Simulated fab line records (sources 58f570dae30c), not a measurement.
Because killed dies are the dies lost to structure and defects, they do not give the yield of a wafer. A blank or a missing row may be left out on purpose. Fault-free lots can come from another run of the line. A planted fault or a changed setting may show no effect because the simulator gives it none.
Split-lot experiment	flow berkeley-cmos170	on a route of 331 steps: 5 lots, 23 wafers read

## THE SPLIT
At UCB170_PVT_IMPLANT_07, the setting energy-kev was moved away from the recipe's 30 on 8 of the 23 wafers read, by -1.5% to +4.0%. For the rest of the wafers, this setting stayed at what the recipe calls for.

The split's own step is where the reading is taken.

## THE READING
The simulator's own value implant.drp-nm, read by no gauge, in nm at UCB170_PVT_IMPLANT_07. There is no usual value for it anywhere in the file.

wafer	tool, chamber at the split	energy-kev as run	against the recipe	implant.drp-nm, nm	against lot-mates on the recipe
L077.1	implanter-04, 0	30	recipe	16.56	-
L077.2	implanter-04, 0	30	recipe	16.56	-
L077.3	implanter-04, 0	31.16	+3.9%	17.1	+0.54
L077.5	implanter-04, 0	31.16	+3.9%	17.1	+0.54
L077.6	implanter-04, 0	31.16	+3.9%	17.1	+0.54
L078.1	implanter-01, 0	30	recipe	16.56	-
L078.4	implanter-01, 0	30	recipe	16.56	-
L078.5	implanter-01, 0	30	recipe	16.56	-
L082.1	implanter-02, 0	29.54	-1.5%	16.41	-0.15
L082.3	implanter-02, 0	29.54	-1.5%	16.41	-0.15
L082.6	implanter-02, 0	29.54	-1.5%	16.41	-0.15
L082.2	implanter-02, 0	30	recipe	16.56	-
L082.5	implanter-02, 0	30	recipe	16.56	-
L081.1	implanter-02, 0	30	recipe	16.56	-
L081.2	implanter-02, 0	30	recipe	16.56	-
L081.3	implanter-02, 0	30	recipe	16.56	-
L081.4	implanter-02, 0	30	recipe	16.56	-
L081.6	implanter-02, 0	30	recipe	16.56	-
L085.1	implanter-01, 0	30	recipe	16.56	-
L085.2	implanter-01, 0	30	recipe	16.56	-
L085.3	implanter-01, 0	30	recipe	16.56	-
L085.4	implanter-01, 0	31.21	+4.0%	17.12	+0.56
L085.5	implanter-01, 0	31.21	+4.0%	17.12	+0.56

THE FIT
A straight line over all 23 wafers: implant.drp-nm changes by +0.134 nm for each +1% of energy-kev; r = +1.00; the points scatter about the line by 0.02 nm.
The same after taking each lot's own level away (the mean of its wafers on the recipe; 23 wafers): +0.134 nm for each +1%; r = +1.00; scatter 0.02 nm.
On that fit, the largest move of energy-kev shifts the reading by 0.54 nm.
The lots' own levels span 16.560 to 16.560 nm.
Consequently the slope shifts little with the lot-to-lot level, the two slopes agreeing.
Check: +0.549 nm against its lot-mates is what the line predicts for one of the wafers moved furthest among these (+4.0%) when that wafer is left out of the fit. Against them it came out at +0.56 nm.

## FURTHER SPLITS ON THESE WAFERS
Note: prior to the reading, these wafers also went through further splits. Each is held against what the fit with the lots' levels taken away leaves over:
other split on the same wafers	wafers away from the commonest value	r with implant.drp-nm (lot level and that fit taken away)
UCB170_ZERO_COAT_01 resist-thk-nm	10	+0.03
UCB170_ZERO_PEB_04 peb-temp-c	8	-0.39
UCB170_NWELL_CVD_04 sih2cl2-flow-sccm	10	-0.27
UCB170_PWELL_ETCH_14 rf-w	10	-0.05
UCB170_ACTIVE_COAT_08 resist-thk-nm	9	+0.00
UCB170_ACTIVE_ETCH_15 time-s	9	+0.37
UCB170_FIELD_OXIDATION_01 temp-c	10	+0.24

## THE WHOLE CHAIN: every reading that the file lists as answering this split, in the file's order
step	what it does	reading	change (the file's fit)	r (the file's)
UCB170_PVT_IMPLANT_07		implant.rp-nm (the simulator's own value, which no gauge read)	+0.344 nm for each +1% of the setting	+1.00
UCB170_PVT_IMPLANT_07		implant.drp-nm (the simulator's own value, which no gauge read)	+0.136 nm for each +1% of the setting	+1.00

## FILE'S OWN FIT
implant.drp-nm changes by +0.136 nm for each +1% of energy-kev, r = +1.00.
